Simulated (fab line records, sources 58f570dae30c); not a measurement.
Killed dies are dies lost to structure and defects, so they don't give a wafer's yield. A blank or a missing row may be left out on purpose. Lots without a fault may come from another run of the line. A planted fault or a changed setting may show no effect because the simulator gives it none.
Problem report in the 8D (eight disciplines) form, filled by code | flow berkeley_cmos170 | the parts of the form that need people (team, actions taken, sign-off) are left out

1. THE PROBLEM
NSD_TW at UCB170_NSD_TW_MEAS_10 reads a mean of 3117 on 6 wafers of 2 lots; wafers without a fault read 4141 with a standard deviation of 28. That is -37 standard deviations from the usual mean.
First seen on wafer L173.3, day 10 21:24, on film_metro-03. The record holds 42 wafers of 14 lots with a number at this step. Rule for "out", or "out of limits": more than 4 standard deviations from the usual mean. The other wafers with a number count as sound.

2. WHAT IT IS AND WHAT IT IS NOT
question                    | is                           | is not
which readings at this step | NSD_TW                       | -
which lots                  | L173, L174                   | L162, L163, L165, L167, L168, L169, L170, L171, L181, L182, L183, L185
which wafers of those lots  | all that have a number       | -
read on which gauges        | film_metro-02, film_metro-03 | film_metro-01
when                        | from day 10 21:24            | up to then (24 sound wafers); but 12 sound wafers of L181, L182, L183, L185 came after

3. SUSPECTS, AND WHAT RULES EACH OUT
Counting: a tool at a process step up to the reading stays a suspect if it ran every lot that is out and no sound lot after the first of them.
- the gauge at UCB170_NSD_TW_MEAS_10: ruled out. The wafers that are out were read on 2 gauges (film_metro-02, film_metro-03).
- implanter-04 at UCB170_NSD_IMPLANT_08: kept. It ran every lot that is out, first L173 (day 10 21:11), and no sound lot after that; its last sound lot up to then is L171 (day 10 03:01). Its own readings are out on those wafers: dose_ions_cm2, end_station_pressure_torr, faraday_current_uA.
- plasma_asher-03 at UCB170_NSD_STRIP_09 (strips in O2): ruled out as a lasting fault. Sound lots L181, L185 ran on it after its first lot that is out, L173 (day 10 21:19).
Left after counting: implanter-04 at UCB170_NSD_IMPLANT_08.

4. THE CAUSE (what the simulator had put in)
Process parameter drift: implanter-04, from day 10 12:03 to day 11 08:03, at UCB170_NSD_IMPLANT_08. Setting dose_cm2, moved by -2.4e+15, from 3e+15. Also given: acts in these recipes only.
Counting left only this tool.

5. THE CHAIN OF EFFECTS, in route order
Each row: a reading whose mean over the struck wafers that have a number lies more than 3 standard deviations from the usual. Only readings for which the record gives a usual standard deviation are gone through. hours: the time from each lot's start at the first step in this table that gives one to its start at this step, as a median over the lots. sigmas: the change in usual standard deviations.
hours | step                       | reading                   | usual         | on struck wafers | change    | sigmas
0     | UCB170_NSD_IMPLANT_08      | dose_ions_cm2             | 3e+15         | 6e+14            | -2e+15    | -99 or more
0     | UCB170_NSD_IMPLANT_08      | end_station_pressure_torr | 1.25e-05 Torr | 6.43e-06         | -6.07e-06 | -9.1
0     | UCB170_NSD_IMPLANT_08      | faraday_current_uA        | 9275          | 1906             | -7368     | -41
0     | UCB170_NSD_STRIP_09        | oes_product_au            | 0.534 a.u.    | 0.698            | +0.164    | +37
0     | UCB170_NSD_STRIP_09        | strip_time_to_endpoint_s  | 35.81 s       | 23.20            | -12.61    | -99 or more
0     | UCB170_NSD_TW_MEAS_10      | NSD_TW                    | 4141          | 3117             | -1024     | -37
2     | UCB170_SDANNEAL_RS_MEAS_03 | NSD_RS                    | 37.22 ohm/sq  | 117.85           | +80.63    | +99 or more
The process steps in it:
- UCB170_NSD_IMPLANT_08
- UCB170_NSD_STRIP_09: strips in O2.

6. WHAT WOULD HAVE CAUGHT IT SOONER
In this record the first reading out of limits at a measuring or inspecting step was taken at day 10 21:24, 9 hours after the fault began at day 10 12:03.
The tool's own readings at UCB170_NSD_IMPLANT_08 were out on every struck wafer that the step has a row for (dose_ions_cm2, end_station_pressure_torr, faraday_current_uA): an alarm limit on them would have fired on the first of those.
Of the lots that are out (2), L174 began UCB170_NSD_IMPLANT_08 on implanter-04 after day 10 21:24. A hold on the tool at that time would have spared it.
